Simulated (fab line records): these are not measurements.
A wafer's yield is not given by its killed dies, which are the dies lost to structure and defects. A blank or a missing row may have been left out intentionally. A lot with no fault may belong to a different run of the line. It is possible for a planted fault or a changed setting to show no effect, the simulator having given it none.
Matching of chambers | flow berkeley cmos170 | rie diel-01 running UCB170_M3_ETCH_17: 4 sister chambers
The step etches BARC in N2/H2. 14 wafers are shown with their chamber, then 7 later ones without.

EACH WAFER AND ITS CHAMBER
wafer  | chamber | drypump motor current A (A) | throttle valve pct (%) | oes product au (a.u.)
L812.4 | 2       | 6.1                         | 13.12                  | 0.996
L812.5 | 3       | 5.2                         | 13.17                  | 0.994
L812.6 | 0       | 6.0                         | 13.25                  | 1.033
L814.4 | 3       | 5.1                         | 13.14                  | 0.983
L814.5 | 0       | 6.0                         | 13.25                  | 1.036
L814.6 | 1       | 6.0                         | 13.39                  | 1.005
L815.3 | 0       | 6.0                         | 13.25                  | 1.031
L815.5 | 1       | 6.0                         | 13.39                  | 1.003
L815.6 | 0       | 6.0                         | 13.25                  | 1.038
L820.3 | 2       | 6.1                         | 13.12                  | 0.973
L820.5 | 0       | 6.0                         | 13.26                  | 1.037
L820.6 | 3       | 5.2                         | 13.15                  | 0.997
L828.2 | 2       | 6.2                         | 13.13                  | 0.977
L828.3 | 1       | 6.0                         | 13.37                  | 1.007

SIGNATURES (means of the wafers above)
reading                 | chamber 0 | chamber 1 | chamber 2 | chamber 3 | scatter within a chamber
drypump motor current A | 6.000     | 6.000     | 6.133     | 5.167     | 0.0365
throttle valve pct      | 13.2520   | 13.3833   | 13.1233   | 13.1533   | 0.00938
oes product au          | 1.03500   | 1.00500   | 0.98200   | 0.99133   | 0.00673
Rule: for each reading, subtract the chamber's mean from the wafer's reading, divide by that reading's scatter and square the result; add these up over the readings and take the root, which gives the wafer's distance from the chamber. The wafer belongs to the nearest chamber; if the next one is less than 2 further off, it can't be placed. How the scatter is found: for the shown wafers, subtract from each reading the mean of its chamber, square and add these, divide the total by (wafers less chambers), then take the root.

WAFERS WITHOUT THEIR CHAMBER
wafer  | drypump motor current A (A) | throttle valve pct (%) | oes product au (a.u.)
L828.5 | 6.0                         | 13.39                  | 1.007
L832.1 | 5.2                         | 13.14                  | 0.989
L832.4 | 6.1                         | 13.14                  | 0.989
L832.6 | 6.0                         | 13.39                  | 1.013
L833.1 | 5.1                         | 13.13                  | 0.994
L833.3 | 6.1                         | 13.13                  | 0.984
L833.5 | 5.2                         | 13.15                  | 0.984

CHAMBER TAKEN BY EACH
wafer  | from the rows above | in truth
L828.5 | 1                   | 1
L832.1 | 3                   | 3
L832.4 | 2                   | 2
L832.6 | 1                   | 1
L833.1 | 3                   | 3
L833.3 | 2                   | 2
L833.5 | 3                   | 3
Placed correctly: 7 of 7. Left unplaced by these rows: 0. Wrongly placed: 0.
